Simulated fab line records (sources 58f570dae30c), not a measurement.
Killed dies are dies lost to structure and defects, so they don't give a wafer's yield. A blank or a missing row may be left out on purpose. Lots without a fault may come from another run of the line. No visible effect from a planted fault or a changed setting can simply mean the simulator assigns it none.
Which tool is to blame?    flow berkeley cmos170    14 lots, 42 wafers sampled, at 5 steps of a route of 331

WHAT EACH GAUGE READ, for each wafer
UCB170_M3_THK_MEAS_03: measures by xrf. Usual: M3_AL_THK 911 nm, standard deviation 15.
lot   measured      on             M3_AL_THK (nm)  flag
L271  day 9 14:24   film metro-03  932 914 908     
L272  day 9 15:07   film metro-02  895 896 910     
L274  day 9 22:04   film metro-04  934 909 939     
L273  day 9 22:48   film metro-04  905 903 924     
L277  day 10 09:11  film metro-02  940 933 921     
L278  day 10 09:56  film metro-03  916 889 902     
L279  day 10 23:22  film metro-03  910 887 886     
L281  day 11 08:50  film metro-04  927 918 930     
L282  day 11 11:59  film metro-04  920 911 928     
L286  day 11 14:02  film metro-03  900 884 906     
L288  day 12 12:50  film metro-02  915 926 914     
L291  day 13 09:40  film metro-04  897 905 900     
L293  day 13 16:31  film metro-04  910 907 939     
L294  day 14 08:07  film metro-03  902 885 899     

TOOL THAT RAN EACH LOT (tool first, then ch and the chambers of the sampled wafers, then the start)
lot   UCB170_CONTACT_RTA_08             UCB170_M2_METAL_ETCH_18            UCB170_M2_STRIP_19                    UCB170_M3_SPUTTER_01
L271  rtp anneal-01 ch 0, day 8 19:07   rie metal-04 ch 0,1, day 9 10:51   plasma asher-01 ch 0,1, day 9 11:01   pvd sputter-04, day 9 14:11
L272  rtp anneal-01 ch 0, day 8 20:00   rie metal-03 ch 0,1, day 9 11:32   plasma asher-04 ch 0,1, day 9 11:44   pvd sputter-02, day 9 14:55
L274  rtp anneal-02 ch 0, day 9 04:32   rie metal-01 ch 0, day 9 18:56     plasma asher-01 ch 0,1, day 9 19:07   pvd sputter-04, day 9 21:52
L273  rtp anneal-01 ch 0, day 9 04:44   rie metal-04 ch 0,1, day 9 19:10   plasma asher-04 ch 0,1, day 9 19:21   pvd sputter-02, day 9 22:25
L277  rtp anneal-01 ch 0, day 9 17:13   rie metal-01 ch 0,1, day 10 05:19  plasma asher-03 ch 1, day 10 05:31    pvd sputter-04, day 10 08:58
L278  rtp anneal-02 ch 0, day 9 17:13   rie metal-04 ch 0,1, day 10 06:18  plasma asher-01 ch 0,1, day 10 06:29  pvd sputter-01, day 10 09:43
L279  rtp anneal-02 ch 0, day 10 09:20  rie metal-01 ch 0,1, day 10 20:05  plasma asher-01 ch 0,1, day 10 20:17  pvd sputter-02, day 10 23:10
L281  rtp anneal-01 ch 0, day 10 09:32  rie metal-04 ch 0,1, day 11 05:42  plasma asher-03 ch 0,1, day 11 05:52  pvd sputter-02, day 11 08:37
L282  rtp anneal-02 ch 0, day 10 21:11  rie metal-03 ch 0,1, day 11 08:32  plasma asher-01 ch 0,1, day 11 08:43  pvd sputter-02, day 11 11:47
L286  rtp anneal-02 ch 0, day 10 22:26  rie metal-01 ch 1, day 11 10:22    plasma asher-04 ch 0,1, day 11 10:44  pvd sputter-01, day 11 13:50
L288  rtp anneal-01 ch 0, day 11 23:49  rie metal-04 ch 0,1, day 12 09:42  plasma asher-03 ch 0,1, day 12 09:53  pvd sputter-02, day 12 12:38
L291  rtp anneal-01 ch 0, day 12 13:53  rie metal-04 ch 0,1, day 13 05:32  plasma asher-04 ch 0,1, day 13 05:43  pvd sputter-02, day 13 09:28
L293  rtp anneal-02 ch 0, day 13 00:07  rie metal-01 ch 0,1, day 13 11:41  plasma asher-01 ch 0,1, day 13 11:50  pvd sputter-01, day 13 16:17
L294  rtp anneal-02 ch 0, day 13 14:16  rie metal-01 ch 0,1, day 14 04:58  plasma asher-01 ch 0,1, day 14 05:10  pvd sputter-01, day 14 07:54
- UCB170_CONTACT_RTA_08: time 10 s.
- UCB170_M2_METAL_ETCH_18: etches Al in Cl2/BCl3, stops on SiO2, target depth 1170 nm, time 195 s.
- UCB170_M2_STRIP_19: strips in O2.
- UCB170_M3_SPUTTER_01: material Al, target thk 900 nm, time 120 s.

WHAT THE TOOLS THEMSELVES READ (means of the sampled wafers that have a number; where no wafer has one, the mark that the record gives instead)
UCB170_CONTACT_RTA_08. Usual: lamp power pct 27.7 %, standard deviation 2.4; wafer_temp_C_max 905.4, standard deviation 1.9.
lot   tool           lamp power pct (%)  wafer_temp_C_max  flag
L271  rtp anneal-01  25.5                907.8             
L272  rtp anneal-01  25.6                907.4             
L274  rtp anneal-02  30.4                903.9             
L273  rtp anneal-01  25.5                906.7             
L277  rtp anneal-01  25.5                906.9             
L278  rtp anneal-02  30.4                904.5             
L279  rtp anneal-02  30.4                904.2             
L281  rtp anneal-01  25.5                906.7             
L282  rtp anneal-02  30.4                904.1             
L286  rtp anneal-02  30.4                903.7             
L288  rtp anneal-01  25.5                907.8             
L291  rtp anneal-01  25.5                907.1             
L293  rtp anneal-02  30.4                904.3             
L294  rtp anneal-02  30.4                903.7             

UCB170_M2_METAL_ETCH_18. Usual: drypump motor current A 5.8 A, standard deviation 0.39; oes product au 0.851 a.u., standard deviation 0.017; run length s 223.7 s, standard deviation 0.71; throttle valve pct 24.3 %, standard deviation 0.32.
lot   tool          drypump motor current A (A)  oes product au (a.u.)  run length s (s)  throttle valve pct (%)  flag
L271  rie metal-04  5.7                          0.836                  223.5             24.0                    
L272  rie metal-03  6.2                          0.875                  223.5             24.6                    
L274  rie metal-01  5.7                          0.859                  223.3             24.6                    
L273  rie metal-04  5.7                          0.834                  223.4             24.0                    
L277  rie metal-01  5.8                          0.856                  223.6             24.5                    
L278  rie metal-04  5.7                          0.843                  223.6             24.0                    
L279  rie metal-01  5.9                          0.844                  223.6             24.2                    
L281  rie metal-04  5.7                          0.843                  223.4             24.0                    
L282  rie metal-03  6.2                          0.870                  223.5             24.6                    
L286  rie metal-01  6.0                          0.845                  224.0             24.0                    
L288  rie metal-04  5.6                          0.868                  218.1             24.0                    OFF
L291  rie metal-04  5.7                          0.900                  212.8             24.0                    OFF
L293  rie metal-01  5.9                          0.854                  223.7             24.3                    
L294  rie metal-01  5.9                          0.853                  223.6             24.3                    

UCB170_M2_STRIP_19. Usual: drypump motor current A 5.81 A, standard deviation 0.26; oes product au 0.543 a.u., standard deviation 0.015.
lot   tool             drypump motor current A (A)  oes product au (a.u.)  flag
L271  plasma asher-01  5.82                         0.520                  
L272  plasma asher-04  6.20                         0.567                  
L274  plasma asher-01  5.68                         0.535                  
L273  plasma asher-04  6.06                         0.521                  
L277  plasma asher-03  5.55                         0.547                  
L278  plasma asher-01  5.83                         0.545                  
L279  plasma asher-01  5.68                         0.538                  
L281  plasma asher-03  5.70                         0.536                  
L282  plasma asher-01  5.83                         0.570                  
L286  plasma asher-04  6.18                         0.545                  
L288  plasma asher-03  5.64                         0.560                  
L291  plasma asher-04  6.09                         0.586                  
L293  plasma asher-01  5.67                         0.541                  
L294  plasma asher-01  5.68                         0.548                  

UCB170_M3_SPUTTER_01. Usual: throttle valve pct at 30.1 %, with a standard deviation of 1.2.
lot   tool            throttle valve pct (%)  flag
L271  pvd sputter-04  30.1                    
L272  pvd sputter-02  29.0                    
L274  pvd sputter-04  30.3                    
L273  pvd sputter-02  28.2                    
L277  pvd sputter-04  29.9                    
L278  pvd sputter-01  30.5                    
L279  pvd sputter-02  29.2                    
L281  pvd sputter-02  28.8                    
L282  pvd sputter-02  29.3                    
L286  pvd sputter-01  31.1                    
L288  pvd sputter-02  29.7                    
L291  pvd sputter-02  28.3                    
L293  pvd sputter-01  30.2                    
L294  pvd sputter-01  30.2                    

THE ANSWER, worked out from the rows above alone
Rule: take the mean of a lot's wafers that have a number; if it is more than 3 standard deviations from the usual mean, the lot is off. A lot without any number at a reading at which 4 lots or more have one is off too. Any other lot the step has rows for is counted as sound. First the gauges in route order, then the tools' own readings, where a lot's mean is used as printed above. At the first step where some lot is off, the reading lying furthest off is the one used; lots without a number count as furthest.
Off: L288, L291 (UCB170_M2_METAL_ETCH_18, run length s).
If a tool, at that step or one of the process steps before it, ran each lot that is off and ran no sound lot following the first of them, it fits. 2 tools fit, rtp anneal-01 at UCB170_CONTACT_RTA_08 and rie metal-04 at UCB170_M2_METAL_ETCH_18, so this cannot tell which one it is.

WHAT WAS PUT IN BY THE SIMULATOR
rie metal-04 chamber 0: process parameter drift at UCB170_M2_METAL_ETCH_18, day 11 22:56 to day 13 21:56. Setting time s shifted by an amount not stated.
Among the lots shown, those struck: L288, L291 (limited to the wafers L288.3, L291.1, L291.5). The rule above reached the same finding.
